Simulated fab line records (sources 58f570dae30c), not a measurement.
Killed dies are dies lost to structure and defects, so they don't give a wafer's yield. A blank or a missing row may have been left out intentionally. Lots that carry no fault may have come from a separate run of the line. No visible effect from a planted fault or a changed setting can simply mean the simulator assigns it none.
Which of the tools did it? | flow berkeley-cmos170 | 7 lots (21 wafers sampled), 1 step of a 331-step route

== WHAT THE GAUGES SHOWED, per wafer ==
UCB170_V1_CD_MEAS_12: the cd target is 700 nm.
lot  | measured     | on        | cd-nm (nm)
L897 | day 7 06:16  | cd-sem-02 | 699.4 700.4 700.5
L900 | day 8 07:48  | cd-sem-02 | 700.5 700.6 700.4
L904 | day 9 15:06  | cd-sem-02 | 696.7 695.3 697.9
L911 | day 10 19:46 | cd-sem-02 | 700.6 698.9 698.8
L914 | day 11 04:59 | cd-sem-01 | 701.1 699.6 699.1
L918 | day 11 16:59 | cd-sem-01 | 698.6 699.1 698.1
L920 | day 12 14:00 | cd-sem-01 | 699.3 699.6 701.0

== EACH LOT AND THE TOOL THAT RAN IT (in order: tool; ch and the chambers of the sampled wafers; start) ==
The record holds no process step before these readings.

== THE ANSWER, worked out from the rows above alone ==
Rule: what is usual is taken from the lots themselves. The widest of any qualifying gaps counts: lots, ordered by their means at a reading, are off when they make up no more than a third of the lots, leave a main group of 4 or more, and stand apart from it by 3 or more times the standard deviation of that group's means. Not used: any main group whose means are identical at the precision the tables above print for the reading. A lot without any number at a reading at which 4 lots or more have one is off too. All remaining lots with rows at the step are treated as sound.
Off, at UCB170_V1_CD_MEAS_12 on cd-nm: L904. The main group: mean 699.8 nm, standard deviation 0.6.
A tool fits if, at a process step before that reading, it ran every lot that is off, and no sound lot after the first of them. Those tools and the gauges at UCB170_V1_CD_MEAS_12 are tried in the same way. Of those tried, none fits.

== WHAT THE SIMULATOR PUT IN ==
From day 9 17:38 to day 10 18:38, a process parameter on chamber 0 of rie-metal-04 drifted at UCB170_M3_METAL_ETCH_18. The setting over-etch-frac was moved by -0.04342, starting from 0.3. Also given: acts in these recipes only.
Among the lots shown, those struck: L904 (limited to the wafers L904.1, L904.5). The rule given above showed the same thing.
